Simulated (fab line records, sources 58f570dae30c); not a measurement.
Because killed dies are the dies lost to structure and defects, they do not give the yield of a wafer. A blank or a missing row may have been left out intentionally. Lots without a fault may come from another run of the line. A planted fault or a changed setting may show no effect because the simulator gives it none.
The tool behind it: which one? | flow berkeley_cmos170 | 7 lots, 21 wafers sampled, at 3 steps of a route of 331

== WHAT EACH GAUGE READ, for each wafer ==
UCB170_M3_THK_MEAS_03: measures by xrf.
lot  | measured     | on            | M3_AL_THK (nm)
L874 | day 9 01:11  | film_metro-04 | 903 907 914
L877 | day 10 09:15 | film_metro-01 | 924 917 912
L879 | day 10 09:28 | film_metro-02 | 896 917 913
L882 | day 11 04:18 | film_metro-02 | 915 918 933
L890 | day 13 22:11 | film_metro-02 | 910 902 901
L892 | day 13 23:14 | film_metro-01 | 924 916 931
L894 | day 14 22:13 | film_metro-04 | 909 917 904

== WHICH TOOL RAN EACH LOT (tool, then ch and the chambers of the sampled wafers, then the start) ==
lot  | UCB170_NWELL_OXIDATION_01    | UCB170_V2_STRIP_15
L874 | furnace-01 ch 0, day 2 14:35 | plasma_asher-04 ch 0,1, day 9 00:41
L877 | furnace-01 ch 0, day 3 08:23 | plasma_asher-01 ch 0,1, day 10 08:44
L879 | furnace-01 ch 0, day 3 18:15 | plasma_asher-04 ch 0,1, day 10 08:58
L882 | furnace-02 ch 0, day 4 07:56 | plasma_asher-04 ch 0,1, day 11 03:49
L890 | furnace-04 ch 0, day 5 22:20 | plasma_asher-01 ch 0,1, day 13 21:41
L892 | furnace-04 ch 0, day 6 02:37 | plasma_asher-01 ch 0,1, day 13 22:44
L894 | furnace-02 ch 0, day 6 13:37 | plasma_asher-03 ch 0,1, day 14 21:44
- UCB170_NWELL_OXIDATION_01: target thk 26.4 nm, ox time 1260 s.
- UCB170_V2_STRIP_15: strips in O2.

== THE ANSWER, worked out from the rows above alone ==
Rule: usual is defined by the lots themselves. The widest of any qualifying gaps counts: lots, ordered by their means at a reading, are off when they make up no more than a third of the lots, leave a main group of 4 or more, and stand apart from it by 3 or more times the standard deviation of that group's means. If all means in a main group match to the digits the tables above print for the reading, that group is not used. Also off: a lot with no number at a reading for which 4 or more lots have one. The other lots that the step has rows for count as sound.
Across all readings shown, no lot is off: no conclusion can be drawn from this.

== WHAT THE SIMULATOR HAD INSERTED ==
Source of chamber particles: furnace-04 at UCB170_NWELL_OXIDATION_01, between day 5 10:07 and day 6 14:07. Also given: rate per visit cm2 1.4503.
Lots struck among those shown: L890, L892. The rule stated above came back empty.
